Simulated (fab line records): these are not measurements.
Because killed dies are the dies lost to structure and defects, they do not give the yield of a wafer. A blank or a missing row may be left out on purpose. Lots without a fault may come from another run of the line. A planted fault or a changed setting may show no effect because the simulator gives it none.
Which of the tools did it? -- flow rit_cmos -- 15 lots, 45 wafers sampled, at 3 steps of a route of 202

== WHAT THE GAUGES READ, wafer by wafer ==
RIT_PLDD_TW_MEAS_10.
lot,measured,on,PLDD_TW
L803,day 3 22:02,film_metro-03,2322 2324 2334
L804,day 4 01:43,film_metro-03,2336 2345 2343
L805,day 4 08:56,film_metro-02,2317 2317 2311
L806,day 4 15:44,film_metro-03,2340 2348 2333
L808,day 4 22:36,film_metro-01,2328 2336 2342
L809,day 5 04:18,film_metro-01,2338 2326 2339
L811,day 5 13:10,film_metro-02,2342 2331 2338
L812,day 5 15:38,film_metro-03,2335 2340 2335
L813,day 5 22:31,film_metro-02,2345 2347 2349
L814,day 6 04:32,film_metro-02,2345 2347 2341
L817,day 6 19:32,film_metro-03,2353 2339 2333
L818,day 6 20:33,film_metro-01,2202 2213 2215
L820,day 7 08:40,film_metro-03,2225 2221 2206
L821,day 7 10:49,film_metro-02,2207 2218 2210
L822,day 7 19:36,film_metro-02,2334 2345 2346

RIT_SDANNEAL_RS_MEAS_06: the measuring method here is four-point-probe.
lot,measured,on,PLDD_RS (ohm/sq)
L803,day 4 04:06,film_metro-02,179.4 179.4 179.4
L804,day 4 08:54,film_metro-01,178.6 178.1 178.6
L805,day 4 15:23,film_metro-01,179.0 179.1 178.6
L806,day 4 22:05,film_metro-01,178.5 178.1 178.4
L808,day 5 05:22,film_metro-02,179.0 178.7 178.8
L809,day 5 11:34,film_metro-02,179.6 179.2 179.4
L811,day 5 19:30,film_metro-01,177.8 177.5 177.8
L812,day 5 22:47,film_metro-01,178.4 178.2 178.6
L813,day 6 05:59,film_metro-02,178.0 178.1 179.0
L814,day 6 10:51,film_metro-01,178.8 178.9 179.1
L817,day 7 01:45,film_metro-01,179.0 179.0 178.3
L818,day 7 03:50,film_metro-01,191.2 191.9 191.4
L820,day 7 14:49,film_metro-03,191.8 191.9 193.0
L821,day 7 18:50,film_metro-01,191.8 192.1 192.3
L822,day 8 01:55,film_metro-01,178.9 178.3 179.1

== WHICH TOOL RAN EACH LOT (tool, then ch and the chambers of the sampled wafers, then the start) ==
lot,RIT_PLDD_IMPLANT_08
L803,"implanter-03 ch 0, day 3 21:43"
L804,"implanter-04 ch 0, day 4 01:23"
L805,"implanter-04 ch 0, day 4 08:38"
L806,"implanter-04 ch 0, day 4 15:27"
L808,"implanter-04 ch 0, day 4 22:10"
L809,"implanter-04 ch 0, day 5 03:59"
L811,"implanter-03 ch 0, day 5 12:52"
L812,"implanter-03 ch 0, day 5 15:20"
L813,"implanter-03 ch 0, day 5 22:12"
L814,"implanter-03 ch 0, day 6 04:13"
L817,"implanter-01 ch 0, day 6 19:14"
L818,"implanter-03 ch 0, day 6 20:13"
L820,"implanter-03 ch 0, day 7 08:21"
L821,"implanter-03 ch 0, day 7 10:29"
L822,"implanter-04 ch 0, day 7 19:17"
- RIT_PLDD_IMPLANT_08

== WHAT THE TOOLS THEMSELVES READ (means of the sampled wafers that have a number; where no wafer has one, the mark that the record gives instead) ==
RIT_PLDD_IMPLANT_08.
lot,tool,beam_energy_keV,beam_on_s (s)
L803,implanter-03,20.006,10.09
L804,implanter-04,20.002,9.87
L805,implanter-04,20.000,10.09
L806,implanter-04,20.003,10.24
L808,implanter-04,20.002,9.98
L809,implanter-04,20.009,9.99
L811,implanter-03,20.004,10.02
L812,implanter-03,20.001,10.00
L813,implanter-03,19.999,9.97
L814,implanter-03,20.001,9.99
L817,implanter-01,20.000,9.83
L818,implanter-03,16.397,10.13
L820,implanter-03,16.391,10.07
L821,implanter-03,16.396,9.94
L822,implanter-04,20.002,9.92

== THE ANSWER, worked out from the rows above alone ==
Rule: usual is defined by the lots themselves. The widest of any qualifying gaps counts: lots, ordered by their means at a reading, are off when they make up no more than a third of the lots, leave a main group of 4 or more, and stand apart from it by 3 or more times the standard deviation of that group's means. A main group is skipped when, at the precision printed for the reading in the tables above, its means are all equal. A lot without any number at a reading at which 4 lots or more have one is off too. The other lots that the step has rows for count as sound. Order of review: gauges by route order, followed by the tools' own readings, for which a lot's mean as printed above is used. The first step at which some lot is off is used, and at that step the reading that is off furthest; a lot without a number counts as furthest.
Off: at RIT_PLDD_TW_MEAS_10 (PLDD_TW), L818, L820, L821. The main group has a mean of 2337 with a standard deviation of 8.3.
If a tool, at a process step before that reading, ran all the lots that are off and no sound lot after the first of them, it fits. Not tried: the gauges at RIT_PLDD_TW_MEAS_10; whatever is off there is also off at RIT_PLDD_IMPLANT_08, on other tools, and gauge error can't account for it. One fits: implanter-03 at RIT_PLDD_IMPLANT_08. A fault onset in the window from L814 (day 6 04:13, its last sound lot) to L818 (day 6 20:13, its first lot off) fits.
On the lots that are off, the tool's own readings at RIT_PLDD_IMPLANT_08 differ by more than 5 times the standard deviation of the sound lots' means, which bears it out; beam_energy_keV reads 16.395 there versus 20.002 on the sound lots.

== WHAT WAS PUT IN BY THE SIMULATOR ==
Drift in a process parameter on implanter-03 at RIT_PLDD_IMPLANT_08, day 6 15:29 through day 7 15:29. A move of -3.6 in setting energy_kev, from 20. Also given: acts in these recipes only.
Shown lots that were struck: L818, L820, L821. This agrees with what the rule above found.
